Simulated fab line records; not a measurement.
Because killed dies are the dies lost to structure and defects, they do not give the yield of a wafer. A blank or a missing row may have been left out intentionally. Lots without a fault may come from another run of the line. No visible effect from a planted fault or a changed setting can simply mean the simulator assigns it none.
A struck lot beside a sound one + flow rit cmos + 22 steps out of a route of 202
Sound: the wafers L897.3, L897.4, L897.5. Struck: wafers L910.2, L910.4, L910.5. The cause comes at the end.
For every step that has rows: the tool of each side, followed by ch and its chambers, followed by its first start. Under that, the readings that differ: sound wafers + struck wafers + difference of the means + sigmas: that difference in standard deviations of wafers without a fault.
alike: readings whose means differ by less than 2 such deviations, and words and numbers that are the same on both sides. not compared: withheld readings, readings that some wafer has no value for, bounds like >300 that may hide the same value, and numbers for which the record gives no deviation and whose values overlap.
Wherever a step has rows on one side only, a row that says differs or no value, or a row with sigmas, the two part there. When numbers do not overlap yet have no deviation, they are printed without sigmas and do not part them. A reading missing from all wafers of one side parts the sides only when that side holds two or more wafers.

first, 2 steps without rows for these wafers: RIT_NSD_HARDBAKE_07 (time 60 s); RIT_NSD_IMPLANT_08.
RIT_NSD_STRIP_09: strips in O2, time 180 s.
  sound on plasma asher-01 ch 0,1, day 3 08:48; struck on plasma asher-03 ch 0,1, day 5 23:40
| reading                     | sound       | struck      | difference | sigmas |
|-----------------------------|-------------|-------------|------------|--------|
| drypump motor current A (A) | 4.7 5.2 5.2 | 6.0 6.0 5.9 | +0.9       | +2     |
  not compared: rf hours counter h
RIT_NSD_TW_MEAS_10:
  sound on film metro-01, day 3 08:56; struck on film metro-01, day 5 23:51
  alike: NSD_TW
then, 6 steps without rows for these wafers: RIT_PSD_HMDS_00 (prime time 60 s); RIT_PSD_COAT_01 (resist thk 1000 nm); RIT_PSD_SOFTBAKE_02 (time 60 s); RIT_PSD_EXPOSE_03 (exposes mask M10, target cd 40900 nm); RIT_PSD_PEB_04; RIT_PSD_DEVELOP_05 (develop time 50 s).
RIT_PSD_OVL_MEAS_06:
  sound on overlay-01, day 3 09:50; struck on overlay-02, day 6 00:49
  alike: PSD_OVL
then, 1 step without rows for these wafers: RIT_PSD_HARDBAKE_07 (time 60 s).
RIT_PSD_IMPLANT_08:
  sound on implanter-02 ch 0, day 3 10:04; struck on implanter-01 ch 0, day 6 01:03
| reading                   | sound                | struck               | difference | sigmas      |
|---------------------------|----------------------|----------------------|------------|-------------|
| beam energy keV           | 27.008 27.002 26.994 | 22.834 22.823 22.849 | -4.166     | -99 or more |
| model.implant.rp nm (nm)  | 22.16 22.16 22.16    | 18.95 18.95 18.95    | -3.21      |             |
| model.implant.drp nm (nm) | 12.05 12.05 12.05    | 10.7 10.7 10.7       | -1.4       |             |
  alike: faraday current uA
RIT_PSD_STRIP_09: strips in O2, time 180 s.
  sound on plasma asher-03 ch 0,1, day 3 10:13; struck on plasma asher-03 ch 1, day 6 01:18
  alike: drypump motor current A
  not compared: rf hours counter h
RIT_PSD_TW_MEAS_10:
  sound on film metro-04, day 3 10:22; struck on film metro-03, day 6 01:29
| reading | sound          | struck         | difference | sigmas |
|---------|----------------|----------------|------------|--------|
| PSD_TW  | 3424 3418 3420 | 3301 3300 3318 | -114       | -6     |
then, 3 steps without rows for these wafers: RIT_SDANNEAL_CLEAN_00 (cleans in SC1, time 600 s); RIT_SDANNEAL_CLEAN_01 (cleans in dHF, time 31.36 s); RIT_SDANNEAL_CLEAN_02 (cleans in SC2, time 600 s).
RIT_SDANNEAL_RTA_03: time 5 s.
  sound on rtp anneal-02 ch 0, day 3 10:48; struck on rtp anneal-01 ch 0, day 6 01:55
  alike: wafer_temp_C_max
RIT_SDANNEAL_RS_MEAS_04: measurement is done with a four-point probe.
  sound on film metro-04, day 3 10:53; struck on film metro-01, day 6 01:59
| reading         | sound                | struck               | difference | sigmas |
|-----------------|----------------------|----------------------|------------|--------|
| PSD_RS (ohm/sq) | 116.32 116.13 115.80 | 126.41 125.88 126.41 | +10.15     | +42    |
RIT_SDANNEAL_RS_MEAS_05: measurement is done with a four-point probe.
  sound on film metro-04, day 3 11:00; struck on film metro-01, day 6 02:06
  alike: NSD_RS
RIT_M1_PROBE_99:
  sound on prober-01, day 3 18:18; struck on prober-01, day 6 09:23
| reading                                 | sound             | struck              | difference | sigmas |
|-----------------------------------------|-------------------|---------------------|------------|--------|
| model.etest.contact pplus.end ohm um    | 44.46 45.81 43.17 | 53.39 51.77 53.18   | +8.30      |        |
| model.etest.diode pplus nwell.bv v (V)  | 6.561 6.534 6.618 | 6.357 6.309 6.291   | -0.252     |        |
| model.etest.vpnp.gain                   | 1.036 1.046 1.047 | 0.8966 0.905 0.8921 | -0.1451    |        |
| model.etest.diode pplus nwell.cj ff um2 | 1.711 1.708 1.701 | 1.806 1.829 1.825   | +0.113     |        |
| model.etest.diode pplus comb.cj ff um2  | 1.997 1.99 1.99   | 2.105 2.106 2.096   | +0.110     |        |
| model.etest.pmos_0p15.bv v (V)          | 5.678 5.68 5.705  | 5.536 5.515 5.508   | -0.168     |        |
| model.etest.pmos_0p3.bv v (V)           | 5.678 5.679 5.705 | 5.536 5.515 5.508   | -0.168     |        |
  alike: killed at contacts, killed at front end, killed dies, killed open, killed short

WHERE THEY PART
Last at RIT_SDANNEAL_RS_MEAS_04 as far as this record goes, first at RIT_NSD_STRIP_09. Later steps at which nothing parts them and some readings are alike: RIT_SDANNEAL_RS_MEAS_05, RIT_M1_PROBE_99.

WHY: what the simulator had put in
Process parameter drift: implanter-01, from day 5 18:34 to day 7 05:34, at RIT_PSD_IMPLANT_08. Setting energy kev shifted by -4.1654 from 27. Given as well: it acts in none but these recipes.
